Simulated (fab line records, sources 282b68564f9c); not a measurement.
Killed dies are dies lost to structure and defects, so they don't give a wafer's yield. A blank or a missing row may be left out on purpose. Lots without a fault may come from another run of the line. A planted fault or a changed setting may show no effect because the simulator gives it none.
Split-lot experiment | flow rit_cmos | 5 lots, 23 wafers read, on a route of 202 steps

THE SPLIT
At RIT_PSD_COAT_01 (resist thk 1000 nm), the setting spin_rpm was moved away from the recipe's 3250 rpm on 9 of the 23 wafers read, by -5.3% to +7.0%. The other wafers ran this setting at the recipe's value.

FROM THE SPLIT TO THE READING: what the file shows between them, 3 steps
- RIT_PSD_SOFTBAKE_02: time 60 s
- RIT_PSD_EXPOSE_03: exposes mask M10, target cd 40900 nm
- RIT_PSD_DEVELOP_05: develop time 50 s

THE READING
NOVOLAK_of_PSD_COAT_01.thk_nm (the simulator's own value, which no gauge read), in nm, at RIT_PSD_HARDBAKE_07 (time 60 s). The file gives no usual value for it. The 14 wafers here that ran the recipe average 885.6 nm, standard deviation 2.5 nm.

wafer  | tool, chamber at the split | spin_rpm as run, rpm | against the recipe | NOVOLAK_of_PSD_COAT_01.thk_nm, nm | against lot-mates on the recipe
L074.1 | litho_track-03, 0          | 3350                 | +3.1%              | 867.5                             | -17.1
L074.2 | litho_track-03, 0          | 3250                 | recipe             | 883                               | -
L074.3 | litho_track-03, 0          | 3350                 | +3.1%              | 868.3                             | -16.3
L074.4 | litho_track-03, 0          | 3250                 | recipe             | 886.2                             | -
L074.6 | litho_track-03, 0          | 3350                 | +3.1%              | 869.4                             | -15.2
L077.1 | litho_track-03, 0          | 3250                 | recipe             | 886.9                             | -
L077.2 | litho_track-03, 0          | 3250                 | recipe             | 886.3                             | -
L077.4 | litho_track-03, 0          | 3078                 | -5.3%              | 910                               | +24.2
L077.5 | litho_track-03, 0          | 3078                 | -5.3%              | 908.7                             | +22.9
L077.6 | litho_track-03, 0          | 3250                 | recipe             | 884.3                             | -
L078.1 | litho_track-01, 0          | 3250                 | recipe             | 889.1                             | -
L078.2 | litho_track-01, 0          | 3250                 | recipe             | 886.6                             | -
L078.6 | litho_track-01, 0          | 3250                 | recipe             | 888.6                             | -
L080.1 | litho_track-01, 0          | 3479                 | +7.0%              | 857.8                             | -29.0
L080.2 | litho_track-01, 0          | 3479                 | +7.0%              | 856                               | -30.8
L080.3 | litho_track-01, 0          | 3250                 | recipe             | 889.2                             | -
L080.4 | litho_track-01, 0          | 3250                 | recipe             | 886.3                             | -
L080.5 | litho_track-01, 0          | 3250                 | recipe             | 884.8                             | -
L084.1 | litho_track-04, 0          | 3378                 | +3.9%              | 865.9                             | -16.3
L084.2 | litho_track-04, 0          | 3378                 | +3.9%              | 865.6                             | -16.6
L084.3 | litho_track-04, 0          | 3250                 | recipe             | 883.4                             | -
L084.4 | litho_track-04, 0          | 3250                 | recipe             | 880.6                             | -
L084.6 | litho_track-04, 0          | 3250                 | recipe             | 882.7                             | -

THE FIT
A straight line over all 23 wafers: NOVOLAK_of_PSD_COAT_01.thk_nm changes by -4.48 nm for each +1% of spin_rpm; r = -0.98; the points scatter about the line by 2.6 nm.
The same after taking each lot's own level away (the mean of its wafers on the recipe; 23 wafers): -4.41 nm for each +1%; r = -0.99; scatter 1.6 nm.
On that fit, the largest move of spin_rpm shifts the reading by 31 nm.
The lots' own levels span 882.23 to 888.10 nm, that is 2.4 times the standard deviation above.
So the lot-to-lot level changes the slope little: the two slopes agree.
Check: with one of the wafers moved furthest among these (+7.0%) left out of the fit, the line predicts -31.9 nm for it against its lot-mates. It came out at -29 nm against them.

OTHER SPLITS ON THESE WAFERS
These wafers also went through other splits before the reading. Each is held against what the fit with the lots' levels taken away leaves over:
other split on the same wafers   | wafers away from the commonest value | r with NOVOLAK_of_PSD_COAT_01.thk_nm (lot level and that fit taken away)
RIT_SPACER_CVD_03 pressure_mtorr | 15                                   | -0.16

THE WHOLE CHAIN: every reading that the file lists as answering this split, in the file's order
step                | what it does       | reading                                                                        | change (the file's fit)              | r (the file's)
RIT_PSD_COAT_01     | resist thk 1000 nm | NOVOLAK_of_PSD_COAT_01.thk_nm (the simulator's own value, which no gauge read) | -5.01 nm for each +1% of the setting | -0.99
RIT_PSD_HARDBAKE_07 | time 60 s          | NOVOLAK_of_PSD_COAT_01.thk_nm (the simulator's own value, which no gauge read) | -4.38 nm for each +1% of the setting | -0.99

THE FILE'S OWN FIT
NOVOLAK_of_PSD_COAT_01.thk_nm changes by -4.38 nm for each +1% of spin_rpm, r = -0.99.
